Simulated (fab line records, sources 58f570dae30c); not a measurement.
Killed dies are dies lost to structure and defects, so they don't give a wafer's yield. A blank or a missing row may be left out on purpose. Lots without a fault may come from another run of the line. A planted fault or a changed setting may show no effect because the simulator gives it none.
A struck lot beside a sound one | flow berkeley_cmos170 | 27 steps out of a route of 331
Sound: wafers L431.1, L431.2, L431.5. Struck: wafers L440.1, L440.4, L440.5. The cause comes at the end.
At each step with rows: each side's tool, then ch and its chambers, then its first start. Under that, the readings that differ: sound wafers | struck wafers | difference of the means | sigmas: that difference in standard deviations of wafers without a fault.
alike: readings whose means differ by less than 2 such deviations, and words and numbers that are the same on both sides. not compared: withheld readings, readings that some wafer has no value for, bounds like >300 that may hide the same value, and numbers for which the record gives no deviation and whose values overlap.
The two part at a step that has a row with sigmas, a row that says differs or no value, or rows on one side only. Numbers that don't overlap but have no deviation are shown without sigmas and don't part them. A reading that every wafer of one side lacks parts them only if that side has two wafers or more.

first, 3 steps without rows for these wafers: UCB170_PVT_EXPOSE_03 (exposes mask NWELL, target cd 3000 nm); UCB170_PVT_PEB_04; UCB170_PVT_DEVELOP_05 (develop time 45 s).
UCB170_PVT_OVL_MEAS_06:
  sound on overlay-01, day 6 13:44; struck on overlay-01, day 9 02:26
  alike: PVT_OVL
then, 1 step without rows for these wafers: UCB170_PVT_IMPLANT_07.
UCB170_PVT_STRIP_08: strips in O2.
  sound on plasma_asher-04 ch 0,1, day 6 13:56; struck on plasma_asher-01 ch 0,1, day 9 02:37
  alike: drypump_motor_current_A, oes_product_au, strip_time_to_endpoint_s
  not compared: rf_hours_counter_h
UCB170_PVT_TW_MEAS_09:
  sound on film_metro-02, day 6 14:02; struck on film_metro-03, day 9 02:43
  reading | sound       | struck      | difference | sigmas
  PVT_TW  | 496 494 497 | 504 506 506 | +10        | +2
then, 1 step without rows for these wafers: UCB170_GATE_WET_ETCH_00 (etches SiO2 in dHF, time 200 s).
UCB170_FIELD_THK_MEAS_91:
  sound on film_metro-03, day 6 14:09; struck on film_metro-01, day 9 02:56
  alike: FIELD_OXIDE_LEFT_2_THK
then, 1 step without rows for these wafers: UCB170_GATE_OXIDATION_01 (target thk 6.6 nm, ox time 1800 s).
UCB170_GATE_THK_MEAS_02:
  sound on film_metro-02, day 6 18:08; struck on film_metro-04, day 9 10:24
  alike: GATE_OXIDE_THK
then, 1 step without rows for these wafers: UCB170_GATE_ANNEAL_03 (time 1800 s).
UCB170_GATE_CVD_04: deposits poly-Si from SiH4, time 1440 s, target thk 214 nm.
  sound on lpcvd-01 ch 1, day 6 23:36; struck on lpcvd-01 ch 0, day 9 23:03
  alike: spike_tc_source_C, zone_power_source_pct
UCB170_GATE_THK_MEAS_05:
  sound on film_metro-01, day 7 01:04; struck on film_metro-04, day 10 00:27
  reading            | sound             | struck            | difference | sigmas
  GATE_POLY_THK (nm) | 213.7 213.4 212.6 | 429.1 427.5 426.8 | +214.6     | +99 or more
then, 6 steps without rows for these wafers: UCB170_GATE_COAT_06; UCB170_GATE_COAT_07 (resist thk 900 nm); UCB170_GATE_SOFTBAKE_08 (time 60 s); UCB170_GATE_EXPOSE_09 (exposes mask POLY, target cd 350 nm); UCB170_GATE_PEB_10; UCB170_GATE_DEVELOP_11 (develop time 45 s).
UCB170_GATE_CD_MEAS_12: target cd 350 nm.
  sound on cd_sem-01, day 7 02:41; struck on cd_sem-01, day 10 01:27
  reading    | sound             | struck            | difference | sigmas
  cd_nm (nm) | 352.0 350.3 351.3 | 347.0 348.6 346.8 | -3.7       | -3
UCB170_GATE_OVL_MEAS_13:
  sound on overlay-01, day 7 02:50; struck on overlay-02, day 10 01:34
  alike: GATE_OVL
UCB170_GATE_ETCH_14: etches BARC in N2/H2.
  sound on rie_diel-01 ch 0,2, day 7 02:52; struck on rie_diel-01 ch 0,1, day 10 01:37
  alike: drypump_motor_current_A, oes_product_au, throttle_valve_pct
UCB170_GATE_ETCH_15: etches poly-Si in HBr/Cl2, stops on SiO2, time 56.3 s, target depth 278.2 nm.
  sound on rie_si-02 ch 1,3, day 7 02:55; struck on rie_si-02 ch 1,2, day 10 01:39
  reading                          | sound             | struck            | difference | sigmas
  oes_product_au (a.u.)            | 0.826 0.810 0.808 | 1.010 1.004 1.004 | +0.191     | +14
  model.etch.depth_nm (nm)         | 213.7 213.4 212.7 | 275.1 275.1 280.2 | +63.5      |
  model.GATE.feature_depth_nm (nm) | 213.7 213.4 212.7 | 275.1 275.1 280.2 | +63.5      |
  model.GATE.cd_nm (nm)            | 352.4 351 351.9   | 347.7 348.8 347.3 | -3.8       |
  alike: drypump_motor_current_A, throttle_valve_pct
  not compared: rf_hours_counter_h
UCB170_GATE_STRIP_16: strips in O2.
  sound on plasma_asher-03 ch 0,1, day 7 02:58; struck on plasma_asher-03 ch 0,1, day 10 01:42
  reading                                  | sound           | struck            | difference | sigmas
  model.poly-Si_of_GATE_CVD_04.thk_nm (nm) | 213.4 213 212.3 | 428.8 426.8 426.5 | +214.5     |
  alike: drypump_motor_current_A, oes_product_au
  not compared: rf_hours_counter_h
UCB170_GATE_CD_MEAS_90: target cd 350 nm.
  sound on cd_sem-01, day 7 03:05; struck on cd_sem-02, day 10 01:49
  reading    | sound             | struck            | difference | sigmas
  cd_nm (nm) | 352.4 351.2 351.9 | 347.8 348.9 347.5 | -3.8       | -3
UCB170_M3_PROBE_99:
  the record has rows for the struck wafers here (prober-02, day 11 17:16) and none for the sound ones

WHERE THEY PART
First at UCB170_PVT_TW_MEAS_09; last, within this record, at UCB170_M3_PROBE_99.

WHY: what the simulator had put in
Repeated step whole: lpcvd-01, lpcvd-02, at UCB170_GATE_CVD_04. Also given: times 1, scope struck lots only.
